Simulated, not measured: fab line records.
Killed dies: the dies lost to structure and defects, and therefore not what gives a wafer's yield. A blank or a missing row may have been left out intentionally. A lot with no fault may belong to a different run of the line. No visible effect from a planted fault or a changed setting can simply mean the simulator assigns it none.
fab line records ; flow rit-cmos
record lots=6; wafers=18; last-day=6
route steps=202 shown ACTIVE@19 FOX1@20 FOX2@23 NWELL@28 M1@202
lots untouched by any fault: they come from a run of this same line in which no faults occurred
start-h: start of the lot's first displayed wafer, in hours after the record's first day ; wait-h: how many hours have passed since the lot's step before this one ; " repeats the value in the row above ; L1.1+2: a row that stands for several wafers ; - no value, or no start was given ; * or withheld: withheld ; < > ~ a bound
route shown NAME@n: NAME is a module with steps in the file, n the number in the route of the first one ; usual: mean/standard deviation of fault-free wafers ; same: alike in all rows ; chamber/n: place in a boat ; sites: the reading at each site ; _std_site: how widely they spread, as a standard deviation ; _edge_site: outer sites' mean less inner sites' ; radius-mm: how far each site lies from the wafer's centre ; mask NAME#n: copy n ; behind: the tool/chamber that last shaped the wafer ; hold: the reason the lot was held/the length of the hold in hours/how it ended ; device: the transistor (n, p or np) that didn't switch ; end of line: the same wafers' tests at the end of the route ; a step with no rows: only its recipe ; killed: not the wafer's yield, but the dies lost to structure and defects at the first sort ; map: a wafer's dies, marking killed ones x, the rest . and places with no die _
set.NAME: setting as actually run; set.NAME@STEP: the setting as run at that earlier step ; model.NAME: the simulator's own value behind a step, which no gauge read
lots at selected steps of the route; one table per step, one row per wafer
## steps
# step RIT_ACTIVE_CLEAN_17
# recipe chemistry=SC2; mix=3:3:50; time-s=600; temp-c=75; dry=n2-spin
# step RIT_FOX1_OXIDATION_00
# recipe temp-c=1100; ambient=H2O; target-thk-a=3507; p-h2o-torr=720; ox-time-s=1130
# step RIT_FOX1_THK_MEAS_01
# recipe reads=SiO2_of_FOX1_OXIDATION_00
# usual FOX1_OXIDE_THK=354/6.6
lot.wafer;tool;chamber;start-h;wait-h;FOX1_OXIDE_THK[nm]
L884.1;film-metro-01;-;33.89;0.0;354
L884.3;film-metro-01;-;33.89;0.0;351
L884.5;film-metro-01;-;33.89;0.0;347
L885.3;film-metro-03;-;39.26;0.0;363
L885.4;film-metro-03;-;39.26;0.0;365
L885.5;film-metro-03;-;39.26;0.0;362
L888.1;film-metro-02;-;52.93;0.0;347
L888.4;film-metro-02;-;52.93;0.0;348
L888.6;film-metro-02;-;52.93;0.0;349
L889.1;film-metro-03;-;58.80;0.0;343
L889.3;film-metro-03;-;58.80;0.0;350
L889.5;film-metro-03;-;58.80;0.0;348
L894.3;film-metro-02;-;83.77;0.0;354
L894.5;film-metro-02;-;83.77;0.0;352
L894.6;film-metro-02;-;83.77;0.0;355
L897.3;film-metro-01;-;98.74;0.0;362
L897.4;film-metro-01;-;98.74;0.0;359
L897.6;film-metro-01;-;98.74;0.0;358
# step RIT_FOX1_WET_ETCH_02
# recipe chemistry=BOE; target-depth-nm=350; time-s=390; temp-c=21.5; dry=n2-spin; dilution=10:1; target=SiO2
# step RIT_FOX2_OXIDATION_00
# recipe temp-c=1100; ambient=H2O; target-thk-a=3507; p-h2o-torr=720; ox-time-s=1130
# step RIT_FOX2_THK_MEAS_01
# recipe reads=SiO2_of_FOX2_OXIDATION_00
# usual FOX2_OXIDE_THK=353/6.8
lot.wafer;tool;chamber;start-h;wait-h;FOX2_OXIDE_THK[nm]
L884.1;film-metro-01;-;35.38;0.0;369
L884.3;film-metro-01;-;35.38;0.0;364
L884.5;film-metro-01;-;35.38;0.0;364
L885.3;film-metro-01;-;40.75;0.0;343
L885.4;film-metro-01;-;40.75;0.0;343
L885.5;film-metro-01;-;40.75;0.0;342
L888.1;film-metro-02;-;54.43;0.0;349
L888.4;film-metro-02;-;54.43;0.0;352
L888.6;film-metro-02;-;54.43;0.0;345
L889.1;film-metro-01;-;61.46;0.0;344
L889.3;film-metro-01;-;61.46;0.0;347
L889.5;film-metro-01;-;61.46;0.0;342
L894.3;film-metro-01;-;85.31;0.0;352
L894.5;film-metro-01;-;85.31;0.0;349
L894.6;film-metro-01;-;85.31;0.0;348
L897.3;film-metro-02;-;100.23;0.0;361
L897.4;film-metro-02;-;100.23;0.0;362
L897.6;film-metro-02;-;100.23;0.0;360
# step RIT_FOX2_CLEAN_02
# recipe chemistry=dHF; dilution=50:1; time-s=180
# step RIT_FOX2_WET_ETCH_03
# recipe chemistry=H3PO4; target=Si3N4; target-depth-nm=195; temp-c=165; time-s=2700
# step RIT_FOX2_THK_MEAS_90
# recipe reads=SiO2_of_FOX2_OXIDATION_00
# usual FIELD_OXIDE_LEFT_1_THK=326/6.8
lot.wafer;tool;chamber;start-h;wait-h;FIELD_OXIDE_LEFT_1_THK[nm]
L884.1;film-metro-02;-;36.33;0.0;342
L884.3;film-metro-02;-;36.33;0.0;336
L884.5;film-metro-02;-;36.33;0.0;336
L885.3;film-metro-04;-;41.63;0.0;316
L885.4;film-metro-04;-;41.63;0.0;315
L885.5;film-metro-04;-;41.63;0.0;314
L888.1;film-metro-02;-;55.37;0.0;321
L888.4;film-metro-02;-;55.37;0.0;324
L888.6;film-metro-02;-;55.37;0.0;317
L889.1;film-metro-02;-;62.34;0.0;317
L889.3;film-metro-02;-;62.34;0.0;319
L889.5;film-metro-02;-;62.34;0.0;315
L894.3;film-metro-02;-;86.25;0.0;325
L894.5;film-metro-02;-;86.25;0.0;322
L894.6;film-metro-02;-;86.25;0.0;321
L897.3;film-metro-02;-;101.31;0.0;334
L897.4;film-metro-02;-;101.31;0.0;335
L897.6;film-metro-02;-;101.31;0.0;333
# step RIT_NWELL_HMDS_00
# recipe prime-time-s=60; prime-temp-c=140
# step RIT_NWELL_COAT_01
# recipe resist=NOVOLAK; spin-rpm=2000; resist-thk-nm=1321
# step RIT_NWELL_SOFTBAKE_02
# recipe resist=NOVOLAK; temp-c=90; time-s=60
# step RIT_NWELL_EXPOSE_03
# recipe mask-id=M2; na=0.57; target-cd-nm=43900; dose-mj=250
lot.wafer;tool;chamber;start-h;wait-h;mask;model.NWELL.overlay-x-nm
L884.1+3+5;iline-stepper-01;0;36.96;0.2;M2#0;-0.8984
L885.3+4+5;iline-stepper-02;0;42.29;0.2;M2#0;1.175
L888.1+4+6;iline-stepper-02;0;56.05;0.3;M2#0;-151
L889.1+3+5;iline-stepper-02;0;62.85;0.1;M2#0;-150
L894.3+5+6;iline-stepper-01;0;86.78;0.1;M2#0;0.4703
L897.3+4+6;iline-stepper-01;0;101.96;0.2;M2#0;-0.1283
# step RIT_NWELL_PEB_04
# recipe resist=NOVOLAK; temp-c=withheld; time-s=withheld
# step RIT_NWELL_DEVELOP_05
# recipe resist=NOVOLAK; develop-time-s=68; dev-temp-c=23
# step RIT_NWELL_OVL_MEAS_06
# usual NWELL_OVL=-0.9/1.3
lot.wafer;tool;chamber;start-h;wait-h;NWELL_OVL[nm]
L884.1;overlay-02;-;37.39;-;-2.2
L884.3;overlay-02;-;37.39;-;-3.0
L884.5;overlay-02;-;37.39;-;-3.7
L885.3;overlay-01;-;42.69;-;-1.4
L885.4;overlay-01;-;42.69;-;-0.2
L885.5;overlay-01;-;42.69;-;-1.5
L888.1;overlay-02;-;56.48;-;-152.7
L888.4;overlay-02;-;56.48;-;-154.3
L888.6;overlay-02;-;56.48;-;-154.0
L889.1;overlay-02;-;63.28;-;-150.1
L889.3;overlay-02;-;63.28;-;-151.4
L889.5;overlay-02;-;63.28;-;-150.9
L894.3;overlay-01;-;87.18;-;-0.1
L894.5;overlay-01;-;87.18;-;-1.2
L894.6;overlay-01;-;87.18;-;-2.4
L897.3;overlay-01;-;102.36;-;-2.5
L897.4;overlay-01;-;102.36;-;-1.1
L897.6;overlay-01;-;102.36;-;-2.6
# step RIT_NWELL_HARDBAKE_07
# recipe resist=NOVOLAK; temp-c=140; time-s=120
# step RIT_M1_PROBE_99
# usual defect-limited-yield=97.4/1.1; killed_at_M0_to_M3=0.0/0.083; killed-at-contacts=0.1/0.27; killed-at-front-end=6.7/2.9; killed-dies=6.7/2.9; killed-open=3.4/1.8; killed-short=3.3/2.2; sort_bin_3_pad_short=0.1/0.24; sort_bin_5_function=1.5/0.78; sort_bin_6_memory=0.9/0.63; sort-n-pass=257.3/2.9; sort-yield-pct=97.4/1.1
# same gross-dies=264; killed_at_M4_up=0; killed-at-back-side=0; killed-at-other=0
lot.wafer;tool;chamber;start-h;wait-h;defect-limited-yield[%];killed_at_M0_to_M3;killed-at-contacts;killed-at-front-end;killed-dies;killed-open;killed-short;sort_bin_3_pad_short[%];sort_bin_5_function[%];sort_bin_6_memory[%];sort-n-pass;sort-yield-pct[%]
L884.1;prober-01;-;76.35;0.1;95.8;1;0;10;11;6;5;0.4;2.3;1.5;253.0;95.8
L884.3;prober-01;-;76.45;0.2;97.3;0;0;7;7;2;5;0.4;1.9;0.4;257.0;97.3
L884.5;prober-01;-;76.55;0.2;98.5;0;0;4;4;1;3;0;1.1;0.4;260.0;98.5
L885.3;prober-02;-;81.17;0.2;97.7;0;1;5;6;4;2;0;1.9;0.4;258.0;97.7
L885.4;prober-02;-;81.22;0.2;97.0;0;0;8;8;3;5;0;0.8;2.3;256.0;97.0
L885.5;prober-02;-;81.27;0.2;93.9;0;0;16;16;7;9;0.8;3.4;1.9;248.0;93.9
L894.3;prober-02;-;125.15;0.2;98.5;0;0;4;4;1;3;0;1.1;0.4;260.0;98.5
L894.5;prober-02;-;125.25;0.2;97.0;0;0;8;8;4;4;0;1.1;1.9;256.0;97.0
L894.6;prober-02;-;125.30;0.2;95.1;0;0;13;13;8;5;0.8;1.5;2.7;251.0;95.1
L897.3;prober-01;-;139.36;0.2;97.7;0;0;6;6;4;2;0.4;1.1;0.8;258.0;97.7
L897.4;prober-01;-;139.41;0.2;98.1;0;0;5;5;3;2;0;1.1;0.8;259.0;98.1
L897.6;prober-01;-;139.51;0.2;98.1;0;0;5;5;2;3;0.4;0.4;1.1;259.0;98.1
# killed by level:class
L884.1 SILICIDE:geometric-particle:open=3 GATE:geometric-particle:short=2 GATE:geometric-particle:open=2 FOX1:geometric-particle:open=1 SPACER:geometric-particle:short=1 SILICIDE:geometric-particle:short=1 M1:geometric-particle:short=1
L884.3 GATE:geometric-particle:short=2 SPACER:geometric-particle:open=1 FOX2:geometric-particle:short=1 REOX:geometric-particle:short=1 SPACER:geometric-particle:short=1 SILICIDE:geometric-particle:open=1
L884.5 GATE:geometric-particle:short=2 SPACER:geometric-particle:short=1 SILICIDE:geometric-particle:open=1
L885.3 SPACER:geometric-particle:open=2 GATE:geometric-particle:open=1 GATE:geometric-particle:short=1 SILICIDE:geometric-particle:open=1 CONTACT:geometric-particle:short=1
L885.4 SILICIDE:geometric-particle:short=3 GATE:geometric-particle:short=1 GATE:geometric-particle:open=1 SPACER:geometric-particle:open=1 SPACER:geometric-particle:short=1 SILICIDE:geometric-particle:open=1
L885.5 GATE:geometric-particle:open=4 GATE:geometric-particle:short=4 SILICIDE:geometric-particle:open=3 SPACER:geometric-particle:short=2 FOX2:geometric-particle:short=1 REOX:geometric-particle:short=1 SILICIDE:geometric-particle:short=1
L894.3 SPACER:geometric-particle:short=3 REOX:geometric-particle:open=1
L894.5 FOX2:geometric-particle:short=3 FOX1:geometric-particle:open=2 FOX1:geometric-particle:short=1 GATE:geometric-particle:open=1 SPACER:geometric-particle:open=1
L894.6 FOX1:geometric-particle:open=5 REOX:geometric-particle:short=2 SPACER:geometric-particle:short=2 SPACER:geometric-particle:open=2 FOX2:geometric-particle:short=1 GATE:geometric-particle:open=1
L897.3 SPACER:geometric-particle:open=3 FOX1:geometric-particle:open=1 FOX1:geometric-particle:short=1 SILICIDE:geometric-particle:short=1
L897.4 GATE:geometric-particle:open=3 GATE:geometric-particle:short=1 SPACER:geometric-particle:short=1
L897.6 GATE:geometric-particle:short=2 FOX1:geometric-particle:short=1 FOX1:geometric-particle:open=1 GATE:geometric-particle:open=1
## key
first-sign step=RIT_NWELL_OVL_MEAS_06; reading=NWELL_OVL; direction=down; sigmas=99+; usual=-0.9; struck=-152.2
effect none on later readings
model-effect step=RIT_NWELL_EXPOSE_03; value=NWELL.overlay-x-nm; without=-0.5033; struck=-150.5
met-at RIT_NWELL_EXPOSE_03
struck-wafers L888.1,L888.4,L888.6,L889.1,L889.3,L889.5
rows-end L888.1,L888.4,L888.6,L889.1,L889.3,L889.5
onset-between 42.29 56.05
fault kind=scanner-matching-overlay; tool=iline-stepper-02; chamber=-; onset-h=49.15; steps=RIT_NWELL_EXPOSE_03; offset=-150
# rows-end: these wafers met a further fault down the route, and their rows from its step on are left out
